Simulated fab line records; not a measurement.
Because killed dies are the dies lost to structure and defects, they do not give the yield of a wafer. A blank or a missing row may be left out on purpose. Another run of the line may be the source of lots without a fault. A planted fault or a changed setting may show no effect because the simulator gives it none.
Which tool did it? :: flow berkeley-cmos170 :: 21 wafers sampled from 7 lots at 1 step of a route of 331

## WHAT THE GAUGES READ, wafer by wafer
UCB170_SDANNEAL_RS_MEAS_05: a four-point-probe measurement.
lot: L858
measured: day 9 19:19
on: film-metro-04
NLDD_RS (ohm/sq): 617.0 615.8 617.4

lot: L860
measured: day 10 15:03
on: film-metro-01
NLDD_RS (ohm/sq): 615.7 615.9 615.6

lot: L859
measured: day 10 15:58
on: film-metro-03
NLDD_RS (ohm/sq): 616.9 614.3 616.9

lot: L870
measured: day 11 17:16
on: film-metro-04
NLDD_RS (ohm/sq): 617.0 618.2 618.3

lot: L872
measured: day 12 03:30
on: film-metro-04
NLDD_RS (ohm/sq): 618.1 619.4 620.3

lot: L871
measured: day 12 03:57
on: film-metro-01
NLDD_RS (ohm/sq): 617.2 617.4 616.4

lot: L877
measured: day 13 09:37
on: film-metro-03
NLDD_RS (ohm/sq): 617.4 614.5 615.1

## WHICH TOOL RAN EACH LOT (tool, then ch and the chambers of the sampled wafers, then the start)
No process step before these readings appears in the record.

## THE ANSWER, worked out from the rows above alone
Rule: usual is defined by the lots themselves. Put in order of their means at a reading, lots are off if they are a third of the lots or fewer, leave a main group of 4 or more, and stand apart from it by a gap of 3 or more times the standard deviation of the main group's means; of several such gaps the widest counts. The tables above print the reading to a certain number of digits; a main group whose means all agree to those digits is not used. Also off: a lot with no number at a reading for which 4 or more lots have one. All remaining lots with rows at the step are treated as sound.
Nothing can be told from this: no lot is off at any reading shown.

## WHAT HAD BEEN PUT IN BY THE SIMULATOR
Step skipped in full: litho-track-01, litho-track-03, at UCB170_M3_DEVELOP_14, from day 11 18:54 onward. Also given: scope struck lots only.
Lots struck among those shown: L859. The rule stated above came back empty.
